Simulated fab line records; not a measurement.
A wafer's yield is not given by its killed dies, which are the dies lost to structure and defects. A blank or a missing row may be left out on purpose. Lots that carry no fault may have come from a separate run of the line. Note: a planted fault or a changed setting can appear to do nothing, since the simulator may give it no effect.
fab line records | flow rit_cmos | part 2 of 2: steps 27 to 27 of 27
record lots=5 | wafers=23
route steps=202 shown ACTIVE@4 FOX2@23 NWELL@36 NRETRO@54 NLDD@111 PLDD@122 SPACER@126 PSD@143 SDANNEAL@156 M1@202
start_h: the number of hours between the record's first day and the start of the first shown wafer of the lot | wait_h: time in hours since the lot's previous step | " as in the row above | L1.1+2: one row covering several wafers at once | - no value, or no start was given | * or withheld: withheld | < > ~ a bound
route shown NAME@n: a module of which the file shows steps, and the number in the route of the first | usual: mean/standard deviation taken from wafers without a fault | same: alike in all rows | chamber/n: place in a boat | sites: each site's reading | _std_site: the standard deviation of these | _edge_site: inner sites' mean taken away from outer sites' mean | radius_mm: how far each site lies from the wafer's centre | mask NAME#n: copy n | behind: the most recent tool/chamber to have shaped the wafer | hold: reason for holding the lot/hours on hold/outcome of the hold | device: the transistor (n, p or np) that didn't switch | end of line: at the end of the route, the tests of the same wafers | a step without rows: its recipe alone | killed: at the first sort, the dies lost to defects and structure; wafer yield is something else | map: the dies of a wafer, with x for killed, . for not killed, _ for no die there
set.NAME: the run value of the setting; set.NAME@STEP: its run value at that earlier step | model.NAME: the simulator's own value behind a step, which no gauge read
lots whose settings were changed on purpose; a table a step, a row a wafer
## steps
# step RIT_M1_PROBE_99
# usual killed_at_M0_to_M3=0.0/0.16 | killed_at_contacts=0.1/0.32 | killed_at_front_end=7.0/2.9 | killed_dies=7.2/2.9 | killed_open=3.4/2 | killed_short=3.7/2.1
# same gross_dies=264 | killed_at_M4_up=0 | killed_at_back_side=0 | killed_at_other=0
lot.wafer | tool      | chamber | start_h | wait_h | set.energy_kev@PLDD_IMPLANT_08 | set.time_s@SPACER_CLEAN_01 | killed_at_M0_to_M3 | killed_at_contacts | killed_at_front_end | killed_dies | killed_open | killed_short | model.etest.field_n.vt_v | model.etest.pldd.rs_ohm_sq
L075.1    | prober-02 | -       | 68.26   | 0.1    | 20                             | 30                         | 0                  | 0                  | 5                   | 5           | 3           | 2            | 34.38                    | 526.2
L075.2    | prober-02 | -       | 68.31   | 0.1    | 20                             | 30                         | 0                  | 0                  | 7                   | 7           | 3           | 4            | 35.23                    | 510.8
L075.4    | prober-02 | -       | 68.41   | 0.2    | 20                             | 30                         | 0                  | 0                  | 5                   | 5           | 3           | 2            | 35                       | 508.2
L077.1    | prober-01 | -       | 82.69   | 0.1    | 20.36                          | 34.48                      | 0                  | 0                  | 7                   | 7           | 4           | 3            | 38.41                    | 503.9
L077.3    | prober-01 | -       | 82.79   | 0.2    | 20.36                          | 34.48                      | 0                  | 0                  | 8                   | 8           | 4           | 4            | 37.85                    | 486.4
L077.4    | prober-01 | -       | 82.84   | 0.2    | 20                             | 34.48                      | 0                  | 0                  | 14                  | 14          | 9           | 5            | 38.46                    | 497.6
L077.5    | prober-01 | -       | 82.89   | 0.2    | 20.36                          | 34.48                      | 0                  | 0                  | 8                   | 8           | 5           | 3            | 38.85                    | 485.2
L077.6    | prober-01 | -       | 82.94   | 0.2    | 20                             | 34.48                      | 0                  | 0                  | 5                   | 5           | 0           | 5            | 38.78                    | 494.4
L079.1    | prober-01 | -       | 92.15   | 0.1    | 20                             | 33.83                      | 0                  | 0                  | 4                   | 4           | 2           | 2            | 37.94                    | 472.1
L079.2    | prober-01 | -       | 92.20   | 0.1    | 19.61                          | 33.83                      | 0                  | 0                  | 13                  | 13          | 10          | 3            | 38.33                    | 498.2
L079.3    | prober-01 | -       | 92.25   | 0.2    | 19.61                          | 33.83                      | 0                  | 0                  | 7                   | 7           | 4           | 3            | 38.85                    | 493.1
L079.4    | prober-01 | -       | 92.30   | 0.2    | 19.61                          | 33.83                      | 0                  | 0                  | 7                   | 7           | 2           | 5            | 38.19                    | 488.7
L079.6    | prober-01 | -       | 92.40   | 0.2    | 20                             | 33.83                      | 0                  | 0                  | 5                   | 5           | 4           | 1            | 37.52                    | 472.9
L082.1    | prober-02 | -       | 101.02  | 0.1    | 20.88                          | 30                         | 0                  | 0                  | 16                  | 16          | 3           | 5            | 35.74                    | 480.8
L082.2    | prober-02 | -       | 101.07  | 0.1    | 20.88                          | 30                         | 1                  | 0                  | 14                  | 15          | 5           | 2            | 35.36                    | 490.8
L082.4    | prober-02 | -       | 101.17  | 0.2    | 20                             | 30                         | 0                  | 2                  | 10                  | 12          | 3           | 2            | 35.47                    | 528.5
L082.5    | prober-02 | -       | 101.22  | 0.2    | 20                             | 30                         | 0                  | 0                  | 6                   | 6           | 2           | 2            | 35.74                    | 521.2
L082.6    | prober-02 | -       | 101.27  | 0.2    | 20                             | 30                         | 0                  | 0                  | 6                   | 6           | 0           | 1            | 35.42                    | 526.4
L084.1    | prober-02 | -       | 109.35  | 0.1    | 20                             | 28.46                      | 0                  | 0                  | 7                   | 7           | 3           | 4            | 34.5                     | 542
L084.2    | prober-02 | -       | 109.40  | 0.1    | 20.77                          | 28.46                      | 1                  | 0                  | 7                   | 8           | 3           | 5            | 35.1                     | 522.8
L084.3    | prober-02 | -       | 109.45  | 0.2    | 20                             | 28.46                      | 0                  | 0                  | 5                   | 5           | 1           | 4            | 34.16                    | 539.1
L084.5    | prober-02 | -       | 109.55  | 0.2    | 20.77                          | 28.46                      | 0                  | 0                  | 8                   | 8           | 1           | 7            | 33.74                    | 506.9
L084.6    | prober-02 | -       | 109.60  | 0.2    | 20                             | 28.46                      | 0                  | 0                  | 10                  | 10          | 3           | 7            | 34.16                    | 544.4
# killed by level:class
L075.1 GATE:geometric_particle:open=2 SPACER:geometric_particle:short=2 FOX2:geometric_particle:open=1
L075.2 SILICIDE:geometric_particle:open=2 FOX1:geometric_particle:short=1 FOX2:geometric_particle:short=1 GATE:geometric_particle:open=1 SPACER:geometric_particle:short=1 SILICIDE:geometric_particle:short=1
L075.4 FOX1:geometric_particle:short=2 GATE:geometric_particle:open=2 FOX1:geometric_particle:open=1
L077.1 GATE:geometric_particle:short=2 SPACER:geometric_particle:open=2 FOX1:geometric_particle:open=1 GATE:geometric_particle:open=1 SPACER:geometric_particle:short=1
L077.3 GATE:geometric_particle:open=2 REOX:geometric_particle:short=2 FOX1:geometric_particle:short=1 GATE:geometric_particle:short=1 SPACER:geometric_particle:open=1 SILICIDE:geometric_particle:open=1
L077.4 REOX:geometric_particle:short=5 REOX:geometric_particle:open=5 FOX1:geometric_particle:open=2 SILICIDE:geometric_particle:open=2
L077.5 GATE:geometric_particle:open=2 GATE:geometric_particle:short=2 REOX:geometric_particle:open=2 SPACER:geometric_particle:open=1 FOX1:geometric_particle:short=1
L077.6 SPACER:geometric_particle:short=2 FOX1:geometric_particle:short=1 GATE:geometric_particle:short=1 REOX:geometric_particle:short=1
L079.1 FOX1:geometric_particle:open=1 GATE:geometric_particle:open=1 GATE:geometric_particle:short=1 SPACER:geometric_particle:short=1
L079.2 SPACER:geometric_particle:open=4 FOX2:geometric_particle:open=2 GATE:geometric_particle:open=2 REOX:geometric_particle:open=2 REOX:geometric_particle:short=2 SPACER:geometric_particle:short=1
L079.3 GATE:geometric_particle:short=3 REOX:geometric_particle:open=2 GATE:geometric_particle:open=1 SPACER:geometric_particle:open=1
L079.4 GATE:geometric_particle:open=2 GATE:geometric_particle:short=2 SPACER:geometric_particle:short=2 REOX:geometric_particle:short=1
L079.6 FOX2:geometric_particle:open=1 GATE:geometric_particle:open=1 REOX:geometric_particle:open=1 REOX:geometric_particle:short=1 SPACER:geometric_particle:open=1
L082.1 GATE:area_etch=8 SPACER:geometric_particle:short=3 ACTIVE:geometric_particle:open=1 FOX1:geometric_particle:short=1 FOX2:geometric_particle:short=1 REOX:geometric_particle:open=1 SPACER:geometric_particle:open=1
L082.2 GATE:area_etch=8 FOX2:geometric_particle:open=3 GATE:geometric_particle:open=1 SPACER:geometric_particle:short=1 SILICIDE:geometric_particle:open=1 M1:geometric_particle:short=1
L082.4 GATE:area_etch=7 SPACER:geometric_particle:open=1 FOX2:geometric_particle:open=1 GATE:geometric_particle:short=1 CONTACT:geometric_particle:open=1 CONTACT:geometric_particle:short=1
L082.5 GATE:area_etch=2 FOX1:geometric_particle:open=1 GATE:geometric_particle:open=1 GATE:geometric_particle:short=1 SPACER:geometric_particle:short=1
L082.6 GATE:area_etch=5 REOX:geometric_particle:short=1
L084.1 REOX:geometric_particle:open=2 FOX1:geometric_particle:short=1 GATE:geometric_particle:short=1 REOX:geometric_particle:short=1 SPACER:geometric_particle:short=1 SPACER:geometric_particle:open=1
L084.2 REOX:geometric_particle:short=2 FOX1:geometric_particle:short=1 FOX2:geometric_particle:open=1 FOX2:geometric_particle:short=1 GATE:geometric_particle:open=1 REOX:geometric_particle:open=1 M1:geometric_particle:short=1
L084.3 GATE:geometric_particle:short=2 FOX2:geometric_particle:short=1 REOX:geometric_particle:short=1 SILICIDE:geometric_particle:open=1
L084.5 GATE:geometric_particle:short=3 SILICIDE:geometric_particle:short=2 FOX2:geometric_particle:open=1 FOX2:geometric_particle:short=1 SPACER:geometric_particle:short=1
L084.6 SILICIDE:geometric_particle:short=3 REOX:geometric_particle:open=2 REOX:geometric_particle:short=2 FOX2:geometric_particle:short=1 GATE:geometric_particle:short=1 SILICIDE:geometric_particle:open=1
## key
split step=RIT_ACTIVE_CVD_03 | setting=sih2cl2_flow_sccm | stated=60 | by=lot
response step=RIT_ACTIVE_CVD_03 | reading=model.Si3N4_of_ACTIVE_CVD_03.thk_nm | change=+0.444 | per=1% | r=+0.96
response step=RIT_ACTIVE_THK_MEAS_04 | reading=ACTIVE_NITRIDE_THK | change=+0.447 | per=1% | r=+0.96
response step=RIT_ACTIVE_ETCH_13 | reading=model.ACTIVE.feature_depth_nm | change=+0.452 | per=1% | r=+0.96
response step=RIT_ACTIVE_ETCH_13 | reading=model.etch.depth_nm | change=+0.444 | per=1% | r=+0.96
response step=RIT_FOX2_OXIDATION_00 | reading=model.Si3N4_of_ACTIVE_CVD_03.thk_nm | change=+0.431 | per=1% | r=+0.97
split step=RIT_ACTIVE_DEVELOP_10 | setting=develop_time_s | stated=50 | by=wafer
response step=RIT_ACTIVE_CD_MEAS_11 | reading=cd_nm | change=-0.974 | per=1% | r=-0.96
response step=RIT_ACTIVE_ETCH_13 | reading=model.ACTIVE.cd_nm | change=-0.974 | per=1% | r=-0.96
response step=RIT_ACTIVE_CD_MEAS_90 | reading=cd_nm | change=-0.964 | per=1% | r=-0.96
split step=RIT_ACTIVE_STRIP_14 | setting=pressure_mtorr | stated=4000 | by=lot
response none clear
split step=RIT_FOX2_OXIDATION_00 | setting=ox_time_s | stated=1130 | by=lot
response step=RIT_FOX2_OXIDATION_00 | reading=model.SiO2_of_FOX2_OXIDATION_00.thk_nm | change=+2.2 | per=1% | r=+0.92
split step=RIT_NWELL_IMPLANT_08 | setting=energy_kev | stated=170 | by=wafer
response step=RIT_NWELL_IMPLANT_08 | reading=model.implant.rp_nm | change=+2.22 | per=1% | r=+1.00
response step=RIT_NWELL_IMPLANT_08 | reading=model.implant.drp_nm | change=+0.511 | per=1% | r=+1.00
split step=RIT_NRETRO_COAT_01 | setting=spin_rpm | stated=2000 | by=wafer
response step=RIT_NRETRO_COAT_01 | reading=model.NOVOLAK_of_NRETRO_COAT_01.thk_nm | change=-6.49 | per=1% | r=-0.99
response step=RIT_NRETRO_HARDBAKE_07 | reading=model.NOVOLAK_of_NRETRO_COAT_01.thk_nm | change=-5.59 | per=1% | r=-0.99
split step=RIT_NLDD_IMPLANT_08 | setting=energy_kev | stated=20 | by=wafer
response step=RIT_NLDD_IMPLANT_08 | reading=model.implant.rp_nm | change=+0.191 | per=1% | r=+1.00
response step=RIT_NLDD_IMPLANT_08 | reading=model.implant.drp_nm | change=+0.0788 | per=1% | r=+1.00
split step=RIT_PLDD_IMPLANT_08 | setting=energy_kev | stated=20 | by=wafer
response step=RIT_PLDD_IMPLANT_08 | reading=model.implant.rp_nm | change=+0.135 | per=1% | r=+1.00
response step=RIT_PLDD_IMPLANT_08 | reading=model.implant.drp_nm | change=+0.0681 | per=1% | r=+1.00
response step=RIT_M1_PROBE_99 | reading=model.etest.pldd.rs_ohm_sq | change=-7.92 | per=1% | r=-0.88
split step=RIT_SPACER_CLEAN_01 | setting=time_s | stated=30 | by=lot
response step=RIT_SPACER_CLEAN_01 | reading=model.SiO2_of_FOX2_OXIDATION_00.thk_nm | change=+1.58 | per=1% | r=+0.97
response step=RIT_M1_PROBE_99 | reading=model.etest.field_n.vt_v | change=+0.212 | per=1% | r=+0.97
split step=RIT_PSD_COAT_01 | setting=spin_rpm | stated=3250 | by=wafer
response step=RIT_PSD_COAT_01 | reading=model.NOVOLAK_of_PSD_COAT_01.thk_nm | change=-4.85 | per=1% | r=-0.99
response step=RIT_PSD_HARDBAKE_07 | reading=model.NOVOLAK_of_PSD_COAT_01.thk_nm | change=-4.25 | per=1% | r=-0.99
split step=RIT_PSD_IMPLANT_08 | setting=energy_kev | stated=27 | by=wafer
response step=RIT_PSD_IMPLANT_08 | reading=model.implant.drp_nm | change=+0.0852 | per=1% | r=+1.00
response step=RIT_SDANNEAL_RS_MEAS_04 | reading=PSD_RS | slope=-0.598 | per=1% | together_with=time_s@SDANNEAL_RTA_03 | explained=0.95
split step=RIT_SDANNEAL_RTA_03 | setting=time_s | stated=5 | by=wafer
response step=RIT_SDANNEAL_RS_MEAS_04 | reading=PSD_RS | slope=-0.15 | per=1% | together_with=energy_kev@PSD_IMPLANT_08 | explained=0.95
